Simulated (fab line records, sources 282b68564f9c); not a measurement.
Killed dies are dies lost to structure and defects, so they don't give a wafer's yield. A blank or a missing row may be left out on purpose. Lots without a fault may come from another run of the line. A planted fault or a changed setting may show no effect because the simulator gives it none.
One fault seen from 2 desks | flow rit_cmos | each desk has only its own numbers; what lay behind them comes last

THE METROLOGY DESK
What the gauges read, lot by lot, whatever tool the lot ran on: means of the sampled wafers that have a number. A lot is out of limits, marked OUT, if its mean lies more than 4 standard deviations from the usual mean; the brackets give that distance.
Columns: A = NSD_OVL at RIT_NSD_OVL_MEAS_06, usual 0.5 nm; B = NSD_TW at RIT_NSD_TW_MEAS_10, usual 3098; C = PSD_OVL at RIT_PSD_OVL_MEAS_06, usual -0.2 nm
lot  | first seen here | A    | B    | C
L782 | day 4 04:38     | -0.6 | 3149 | 0.9
L783 | day 4 09:46     | -2.0 | 3060 | -1.9
L788 | day 5 11:29     | -0.9 | 3105 | -0.1
L789 | day 5 16:32     | 0.5  | 3125 | -0.5
L791 | day 6 06:34     | 0.0  | 3079 | -0.9
L799 | day 7 18:46     | 0.1  | 3096 | -0.2
This desk's finding: nothing out of limits on any of the 6 lots.

THE TOOL OWNER'S DESK: litho_track-02
The tool's own readings at RIT_PSD_HARDBAKE_07 (time 60 s): means of the sampled wafers that have a number, for each lot that ran on this tool. A lot is out of limits, marked OUT, if its mean lies more than 4 standard deviations from the usual mean; the brackets give that distance.
Columns: A = heater_power_total_W at RIT_PSD_HARDBAKE_07, usual 62.55 W; B = plate_temp_C at RIT_PSD_HARDBAKE_07, usual 140.01 C
lot  | first seen here | A               | B
L783 | day 4 11:20     | 62.57           | 139.99
L788 | day 5 12:56     | 62.54           | 139.91
L789 | day 5 18:19     | 66.58 (+81) OUT | 146.89 (+53) OUT
L791 | day 6 08:17     | 66.54 (+80) OUT | 146.98 (+54) OUT
This desk's finding: out of limits on L789, L791; first on L789, day 5 18:19 (heater_power_total_W at RIT_PSD_HARDBAKE_07). In limits: L783, L788.

PUT TOGETHER
The tool owner's desk could have raised an alarm at day 5 18:19, on L789, L791.
The metrology desk saw nothing out of limits.
The metrology desk has L789, L791 on record, within its limits.
Of the lots named, all ran RIT_PSD_HARDBAKE_07 on litho_track-02.

WHAT THE SIMULATOR HAD PUT IN
Process parameter drift: litho_track-02, from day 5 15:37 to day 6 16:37, at RIT_PSD_HARDBAKE_07. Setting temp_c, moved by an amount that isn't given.
Lots struck among those shown: L789, L791.
Hours from the fault's start to each desk's first reading out of limits: the tool owner's desk, 3.
